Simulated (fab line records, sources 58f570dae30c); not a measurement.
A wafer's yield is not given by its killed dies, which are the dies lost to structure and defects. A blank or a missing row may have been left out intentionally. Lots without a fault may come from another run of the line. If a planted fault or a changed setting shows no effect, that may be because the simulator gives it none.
Which tool was responsible?	flow berkeleyCmos170	Sampling: 15 lots, 45 wafers, 4 of 331 route steps

== WHAT THE GAUGES SHOWED, per wafer ==
UCB170_V1_BOW_MEAS_03.
lot	measured	on	V1_BOW (um)
L265	day 7 03:51	filmMetro-04	13 18 18
L268	day 7 16:25	filmMetro-01	27 25 21
L271	day 8 12:43	filmMetro-03	12 13 19
L272	day 8 13:03	filmMetro-04	2 13 5
L274	day 9 11:26	filmMetro-01	24 13 18
L276	day 9 11:29	filmMetro-03	13 21 4
L275	day 9 11:43	filmMetro-04	18 19 31
L277	day 10 01:36	filmMetro-03	11 7 14
L279	day 10 01:36	filmMetro-01	18 20 22
L278	day 10 04:04	filmMetro-04	27 33 33
L284	day 11 04:09	filmMetro-01	8 14 21
L282	day 11 04:28	filmMetro-04	14 15 11
L286	day 12 00:50	filmMetro-01	25 17 15
L288	day 12 01:07	filmMetro-04	23 19 14
L287	day 12 01:10	filmMetro-01	15 23 21

UCB170_V2_OVL_MEAS_13.
lot	measured	on	V2_OVL (nm)
L265	day 7 11:42	overlay-02	7 3 5
L268	day 8 02:00	overlay-02	6 14 1
L271	day 8 23:10	overlay-02	-9 -5 -4
L272	day 8 23:12	overlay-01	-2 -4 3
L277	day 10 11:10	overlay-02	-2 -1 9
L279	day 10 11:29	overlay-02	7 8 9
L278	day 10 14:24	overlay-02	4 4 5
L284	day 11 11:19	overlay-01	0 6 -4
L282	day 11 11:46	overlay-02	12 7 6
L286	day 12 07:37	overlay-02	5 2 -7
L288	day 12 07:53	overlay-02	1 3 6
L287	day 12 08:14	overlay-01	-2 -5 -7

== WHICH TOOL RAN EACH LOT (tool, then ch and the chambers of the sampled wafers, then the start) ==
lot	UCB170_M2_SPUTTER_01	UCB170_M2_STRIP_19
L265	pvdSputter-03, day 7 05:55	plasmaAsher-02 ch 0,1, day 7 08:53
L268	pvdSputter-04, day 7 18:19	plasmaAsher-03 ch 0,1, day 7 23:07
L271	pvdSputter-01, day 8 14:46	plasmaAsher-01 ch 0, day 8 17:33
L272	pvdSputter-04, day 8 15:01	plasmaAsher-01 ch 0,1, day 8 18:06
L274	pvdSputter-01, day 9 13:24	plasmaAsher-01 ch 0,1, day 9 16:17
L276	pvdSputter-04, day 9 13:45	plasmaAsher-03 ch 0,1, day 9 16:13
L275	pvdSputter-03, day 9 13:52	plasmaAsher-02 ch 0,1, day 9 16:28
L277	pvdSputter-01, day 10 05:50	plasmaAsher-03 ch 0,1, day 10 08:33
L279	pvdSputter-03, day 10 05:58	plasmaAsher-01 ch 0,1, day 10 08:49
L278	pvdSputter-04, day 10 09:16	plasmaAsher-03 ch 0,1, day 10 11:40
L284	pvdSputter-01, day 11 06:18	plasmaAsher-02 ch 0,1, day 11 08:57
L282	pvdSputter-01, day 11 06:51	plasmaAsher-03 ch 0,1, day 11 09:33
L286	pvdSputter-04, day 12 02:59	plasmaAsher-02 ch 0, day 12 05:20
L288	pvdSputter-01, day 12 03:08	plasmaAsher-02 ch 0,1, day 12 05:36
L287	pvdSputter-04, day 12 03:16	plasmaAsher-03 ch 0,1, day 12 05:46
- UCB170_M2_SPUTTER_01: material Al, target thk 900 nm, time 120 s.
- UCB170_M2_STRIP_19: strips in O2.

== WHAT THE TOOLS THEMSELVES READ (means of the sampled wafers that have a number; where no wafer has one, the mark that the record gives instead) ==
UCB170_M2_SPUTTER_01.
lot	tool	throttleValvePct (%)
L265	pvdSputter-03	29.5
L268	pvdSputter-04	30.5
L271	pvdSputter-01	30.0
L272	pvdSputter-04	30.2
L274	pvdSputter-01	30.3
L276	pvdSputter-04	29.6
L275	pvdSputter-03	29.5
L277	pvdSputter-01	29.6
L279	pvdSputter-03	30.3
L278	pvdSputter-04	30.9
L284	pvdSputter-01	29.9
L282	pvdSputter-01	30.0
L286	pvdSputter-04	30.2
L288	pvdSputter-01	29.1
L287	pvdSputter-04	30.3

UCB170_M2_STRIP_19.
lot	tool	chamberPressureMTorr (mTorr)	drypumpMotorCurrentA (A)	oesProductAu (a.u.)
L265	plasmaAsher-02	3498	6.3	0.556
L268	plasmaAsher-03	3496	5.7	0.516
L271	plasmaAsher-01	3498	5.1	0.560
L272	plasmaAsher-01	3503	5.4	0.534
L274	plasmaAsher-01	-	-	-
L276	plasmaAsher-03	-	-	-
L275	plasmaAsher-02	-	-	-
L277	plasmaAsher-03	3504	5.8	0.547
L279	plasmaAsher-01	3501	5.3	0.530
L278	plasmaAsher-03	3502	5.8	0.524
L284	plasmaAsher-02	3501	6.0	0.541
L282	plasmaAsher-03	3497	5.8	0.527
L286	plasmaAsher-02	3502	5.8	0.525
L288	plasmaAsher-02	3499	6.0	0.515
L287	plasmaAsher-03	3499	5.8	0.547

== THE ANSWER, worked out from the rows above alone ==
Rule: what is usual is taken from the lots themselves. Put in order of their means at a reading, lots are off if they are a third of the lots or fewer, leave a main group of 4 or more, and stand apart from it by a gap of 3 or more times the standard deviation of the main group's means; of several such gaps the widest counts. The tables above print the reading to a certain number of digits; a main group whose means all agree to those digits is not used. A lot without any number at a reading at which 4 lots or more have one is off too. Where the step has rows for the other lots, those lots are counted as sound. Order of review: gauges by route order, followed by the tools' own readings, for which a lot's mean as printed above is used. The first step at which some lot is off is used, and at that step the reading that is off furthest; a lot without a number counts as furthest.
Off: L274, L276, L275, at UCB170_M2_STRIP_19 (chamberPressureMTorr). Without a number there: L274, L276, L275. The main group has a mean of 3500 mTorr with a standard deviation of 2.4.
If a tool, at that step or one of the process steps before it, ran each lot that is off and ran no sound lot following the first of them, it fits. No candidate that was tried fits.

== WHAT THE SIMULATOR PUT IN ==
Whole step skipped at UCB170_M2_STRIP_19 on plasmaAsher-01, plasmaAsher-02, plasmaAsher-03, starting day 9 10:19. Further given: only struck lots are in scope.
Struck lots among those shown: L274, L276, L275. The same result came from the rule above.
